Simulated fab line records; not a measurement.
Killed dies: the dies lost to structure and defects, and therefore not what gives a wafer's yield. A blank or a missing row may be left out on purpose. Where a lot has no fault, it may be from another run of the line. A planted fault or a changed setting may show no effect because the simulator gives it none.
Matching of chambers -- flow ritCmos -- rieSi-02 running RIT_GATE_ETCH_19: 4 sister chambers
The step etches poly-Si in SF6/CHF3/O2, stops on SiO2, time 165 s, target depth 312.5 nm. 14 wafers are shown with their chamber, then 7 later ones without.

== WAFERS, EACH WITH ITS CHAMBER ==
wafer,chamber,throttleValvePct (%),oesProductAu (a.u.),rfFwdPowerW (W)
L657.1,3,10.38,0.845,159.4
L657.4,1,10.14,0.869,160.0
L657.5,0,10.21,0.881,159.6
L659.3,2,10.35,0.814,160.1
L659.4,3,10.37,0.854,160.5
L659.6,1,10.13,0.871,158.9
L661.2,2,10.36,0.813,159.7
L661.5,2,10.35,0.814,159.9
L661.6,3,10.39,0.845,160.1
L663.3,3,10.36,0.847,160.2
L663.5,0,10.22,0.876,159.0
L663.6,3,10.37,0.840,160.1
L669.2,0,10.22,0.877,159.3
L669.4,1,10.15,0.874,159.5

SIGNATURES, as means of the wafers listed above
reading,chamber 0,chamber 1,chamber 2,chamber 3,scatter within a chamber
throttleValvePct,10.2167,10.1400,10.3533,10.3740,0.00924
oesProductAu,0.87800,0.87133,0.81367,0.84620,0.00361
rfFwdPowerW,159.300,159.467,159.900,160.060,0.39
Rule: for each reading, subtract the chamber's mean from the wafer's reading, divide by that reading's scatter and square the result; add these up over the readings and take the root, which gives the wafer's distance from the chamber. The wafer belongs to the nearest chamber; if the next one is less than 2 further off, it can't be placed. The scatter is the square root of a quotient: the sum, over the shown wafers, of each reading's squared deviation from its chamber's mean, divided by wafers minus chambers.

== WAFERS MISSING THEIR CHAMBER ==
wafer,throttleValvePct (%),oesProductAu (a.u.),rfFwdPowerW (W)
L669.5,10.21,0.878,160.2
L673.2,10.13,0.871,159.1
L673.3,10.35,0.820,159.0
L673.6,10.35,0.826,159.7
L679.1,10.23,0.883,159.0
L679.4,10.38,0.850,159.0
L679.6,10.20,0.881,159.1

== CHAMBER TAKEN BY EACH ==
wafer,from the rows above,in truth
L669.5,0,0
L673.2,1,1
L673.3,2,2
L673.6,2,2
L679.1,0,0
L679.4,3,3
L679.6,0,0
7 of 7 placed correctly. Left unplaced by these rows: 0. Number placed wrongly: 0.
